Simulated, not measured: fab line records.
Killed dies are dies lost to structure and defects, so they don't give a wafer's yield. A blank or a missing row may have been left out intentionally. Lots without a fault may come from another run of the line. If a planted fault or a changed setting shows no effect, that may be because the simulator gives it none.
Chamber matching :: flow berkeley_cmos170 :: 3 sister chambers for UCB170_V2_CVD_00 on pecvd-04
The step deposits SiO2 from TEOS/O2, target thk 2000 nm, time 250 s. 14 wafers are shown with their chamber, then 7 later ones without.

## WAFERS, EACH WITH ITS CHAMBER
wafer: L500.1
chamber: 1
heater_power_w (W): 318

wafer: L500.3
chamber: 0
heater_power_w (W): 294

wafer: L500.4
chamber: 0
heater_power_w (W): 208

wafer: L501.1
chamber: 0
heater_power_w (W): 251

wafer: L501.4
chamber: 1
heater_power_w (W): 236

wafer: L501.6
chamber: 2
heater_power_w (W): 243

wafer: L502.2
chamber: 2
heater_power_w (W): 320

wafer: L502.3
chamber: 1
heater_power_w (W): 327

wafer: L502.4
chamber: 0
heater_power_w (W): 213

wafer: L514.1
chamber: 1
heater_power_w (W): 283

wafer: L514.2
chamber: 2
heater_power_w (W): 304

wafer: L514.6
chamber: 1
heater_power_w (W): 201

wafer: L518.4
chamber: 1
heater_power_w (W): 200

wafer: L518.5
chamber: 2
heater_power_w (W): 254

SIGNATURES (averages over the wafers above)
reading: heater_power_w
chamber 0: 241.50
chamber 1: 260.83
chamber 2: 280.25
scatter within a chamber: 47.7
Rule: a wafer lies at a distance from a chamber equal to the root of the sum of squares, over the readings, of (its reading less the chamber's mean, divided by the reading's scatter). If the next closest chamber is less than 2 further off than the closest, the wafer can't be placed; otherwise it belongs to the closest. The scatter: take each reading less its chamber's mean, square it, sum over the shown wafers, divide by the number of wafers less the number of chambers, and take the root.

## WAFERS MISSING THEIR CHAMBER
wafer: L518.6
heater_power_w (W): 270

wafer: L520.1
heater_power_w (W): 301

wafer: L520.2
heater_power_w (W): 283

wafer: L520.4
heater_power_w (W): 353

wafer: L523.1
heater_power_w (W): 305

wafer: L523.2
heater_power_w (W): 229

wafer: L523.5
heater_power_w (W): 278

## THE CHAMBER EACH PASSED THROUGH
wafer: L518.6
from the rows above: can't be placed: 1 or 2 or 0
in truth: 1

wafer: L520.1
from the rows above: can't be placed: 2 or 1 or 0
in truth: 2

wafer: L520.2
from the rows above: can't be placed: 2 or 1 or 0
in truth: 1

wafer: L520.4
from the rows above: can't be placed: 2 or 1 or 0
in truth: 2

wafer: L523.1
from the rows above: can't be placed: 2 or 1 or 0
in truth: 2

wafer: L523.2
from the rows above: can't be placed: 0 or 1 or 2
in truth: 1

wafer: L523.5
from the rows above: can't be placed: 2 or 1 or 0
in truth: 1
0 of 7 placed correctly. These rows do not allow placing 7 (true chamber among the candidates in 7). Placed wrongly: 0.
